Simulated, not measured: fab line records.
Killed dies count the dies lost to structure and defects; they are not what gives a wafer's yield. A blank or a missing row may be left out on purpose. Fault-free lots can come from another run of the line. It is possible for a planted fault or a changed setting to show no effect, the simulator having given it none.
Problem report in the 8D (eight disciplines) form, filled by code | flow berkeley cmos170 | the parts of the form that need people (team, actions taken, sign-off) are left out

== 1. PROBLEM STATEMENT ==
chamber o2 ppm at UCB170_SILICIDE_RTA_04 reads a mean of 61.996 on 9 wafers of 3 lots; wafers without a fault read 2.002 with a standard deviation of 0.022. That is +99 or more standard deviations from the usual mean.
The step: time 15 s.
First observed at day 11 03:40: wafer L967.1, on rtp anneal-01. At this step, 21 wafers from 7 lots have a number in the record. By rule, "out" or "out of limits" means more than 4 standard deviations away from the usual mean. All remaining wafers that have a number are taken as sound.

== 2. WHAT THIS IS AND IS NOT ==
question                    | is                     | is not
which readings at this step | chamber o2 ppm         | lamp power pct, wafer_temp_C_max
which lots                  | L965, L967, L968       | L951, L957, L966, L973
which wafers of those lots  | all that have a number | -
read on which tools         | rtp anneal-01          | rtp anneal-02
when                        | from day 11 03:40      | up to then (6 sound wafers); but 6 sound wafers of L966, L973 came after

== 3. WHAT RULES OUT EACH SUSPECT ==
Counting: a tool at any process step up to the reading remains a suspect when it ran all the lots that are out and ran no sound lot after the first of those.
- rtp anneal-01 at UCB170_SDANNEAL_RTA_00 (time 10 s): kept. Every lot that is out went through it, starting with L967 (day 11 02:46), and after that it ran no sound lot; the last sound lot it ran before then is L957 (day 9 20:19).
- rtp anneal-01 at UCB170_SDANNEAL_RTA_01 (time 5 s): kept. Every lot that is out went through it, starting with L967 (day 11 02:50), and after that it ran no sound lot; the last sound lot it ran before then is L957 (day 9 20:23).
- rtp anneal-01 at UCB170_SILICIDE_RTA_04 (time 15 s): kept. Every lot that is out went through it, starting with L967 (day 11 03:40), and after that it ran no sound lot; the last sound lot it ran before then is L951 (day 8 06:53). Its own chamber o2 ppm readings are out on those wafers.
Left after counting: rtp anneal-01 at UCB170_SDANNEAL_RTA_00, rtp anneal-01 at UCB170_SDANNEAL_RTA_01, rtp anneal-01 at UCB170_SILICIDE_RTA_04.

== 4. THE CAUSE (what the simulator had put in) ==
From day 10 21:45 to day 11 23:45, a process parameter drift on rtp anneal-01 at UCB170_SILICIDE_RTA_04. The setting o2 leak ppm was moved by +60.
Of the 3 suspects that counting leaves, this tool is one.

== 5. SEQUENCE OF EFFECTS, ordered by route ==
Each row: a reading whose mean over the struck wafers that have a number lies more than 3 standard deviations from the usual. Scope: only readings with a usual standard deviation given in the record; hours: median across lots of the time from each lot's start at the first step in this table that gives one to its start at this step; sigmas: change in usual standard deviations.
hours | step                   | reading        | usual | on struck wafers | change  | sigmas
0     | UCB170_SILICIDE_RTA_04 | chamber o2 ppm | 2.002 | 61.996           | +59.994 | +99 or more
Its process steps:
- UCB170_SILICIDE_RTA_04: time 15 s.

== 6. WHAT WOULD HAVE CAUGHT IT SOONER ==
The fault began at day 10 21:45; the first out-of-limits reading in this record came at day 11 03:40, 6 hours later.
